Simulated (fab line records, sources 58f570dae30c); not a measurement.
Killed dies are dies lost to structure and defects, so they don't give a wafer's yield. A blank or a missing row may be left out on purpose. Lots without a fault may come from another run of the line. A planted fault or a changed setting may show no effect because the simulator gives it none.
Tool commonality check | flow berkeley_cmos170 | 13 lots, 39 wafers sampled

WHY IT WAS OPENED
At UCB170_PSD_TW_MEAS_10 the reading PSD_TW is flagged on 1 of 13 lots. Wafers without a fault read 2326, standard deviation 22.
Rule: a lot is flagged when every wafer of it that has a number lies more than 4 standard deviations from that mean, or none has a number. The other lots count as sound.

lot  | measured     | on            | PSD_TW, wafer by wafer | flag
L261 | day 7 20:52  | film_metro-04 | 2362 2348 2358         |
L263 | day 8 07:53  | film_metro-02 | 2336 2347 2345         |
L264 | day 8 08:02  | film_metro-02 | 2344 2343 2344         |
L262 | day 8 08:10  | film_metro-04 | 2320 2312 2306         |
L267 | day 9 04:28  | film_metro-02 | 2363 2373 2363         |
L271 | day 9 17:30  | film_metro-04 | 30 30 30               | FLAGGED
L269 | day 9 17:50  | film_metro-02 | 2360 2365 2364         |
L278 | day 11 01:41 | film_metro-03 | 2318 2321 2323         |
L277 | day 11 02:02 | film_metro-04 | 2292 2298 2286         |
L279 | day 11 08:10 | film_metro-04 | 2298 2293 2296         |
L280 | day 11 22:48 | film_metro-03 | 2313 2331 2326         |
L281 | day 11 23:04 | film_metro-03 | 2310 2310 2314         |
L282 | day 11 23:08 | film_metro-03 | 2313 2325 2322         |
The numbers of the flagged lots are 30 on average: -2296 against the usual, or -99 or more standard deviations.

WHICH TOOL RAN EACH LOT
The record holds 1 process step before the reading, out of a route of 331 steps. In each cell: the tool, then ch and the chambers that the sampled wafers went through, then the start.
lot  | flag    | UCB170_PSD_EXPOSE_03
L261 |         | krf_scanner-02 ch 0, day 7 19:36
L263 |         | krf_scanner-01 ch 0, day 8 07:00
L264 |         | krf_scanner-01 ch 0, day 8 07:10
L262 |         | krf_scanner-02 ch 0, day 8 07:23
L267 |         | krf_scanner-01 ch 0, day 9 02:49
L271 | FLAGGED | krf_scanner-01 ch 0, day 9 16:43
L269 |         | krf_scanner-02 ch 0, day 9 16:57
L278 |         | krf_scanner-01 ch 0, day 11 00:42
L277 |         | krf_scanner-01 ch 0, day 11 00:55
L279 |         | krf_scanner-02 ch 0, day 11 07:22
L280 |         | krf_scanner-02 ch 0, day 11 21:40
L281 |         | krf_scanner-01 ch 0, day 11 21:55
L282 |         | krf_scanner-01 ch 0, day 11 22:08
What these steps do:
- UCB170_PSD_EXPOSE_03: exposes mask PSELECT MOD, target cd 1200 nm.
- UCB170_PSD_TW_MEAS_10

FLAGGED OVER TOTAL, TOOL BY TOOL (the gauges that took the reading come last)
step                  | tool           | lots run | flagged | share of the flagged lots | sound lots run after its first flagged lot
UCB170_PSD_EXPOSE_03  | krf_scanner-01 | 8        | 1       | all                       | 4 (L278,L277,L281,L282)
UCB170_PSD_EXPOSE_03  | krf_scanner-02 | 5        | 0       | none                      | -
UCB170_PSD_TW_MEAS_10 | film_metro-02  | 4        | 0       | none                      | -
UCB170_PSD_TW_MEAS_10 | film_metro-03  | 4        | 0       | none                      | -
UCB170_PSD_TW_MEAS_10 | film_metro-04  | 5        | 1       | all                       | 2 (L277,L279)

WHAT THE TABLE ALLOWS
2 rows of the table ran every flagged lot: krf_scanner-01 at UCB170_PSD_EXPOSE_03, film_metro-04 at UCB170_PSD_TW_MEAS_10.
- krf_scanner-01 at UCB170_PSD_EXPOSE_03: 1 of its 8 lots flagged. Sound lots ran on it after the first flagged one (L278, L277, L281, L282), which a lasting fault on the whole tool wouldn't allow.
- film_metro-04 at UCB170_PSD_TW_MEAS_10: 1 of its 5 lots flagged. Sound lots ran on it after the first flagged one (L277, L279), which a lasting fault on the whole tool wouldn't allow.
No row of the table ran every flagged lot and no sound lot after the first.

WHAT THE SIMULATOR HAD PUT IN
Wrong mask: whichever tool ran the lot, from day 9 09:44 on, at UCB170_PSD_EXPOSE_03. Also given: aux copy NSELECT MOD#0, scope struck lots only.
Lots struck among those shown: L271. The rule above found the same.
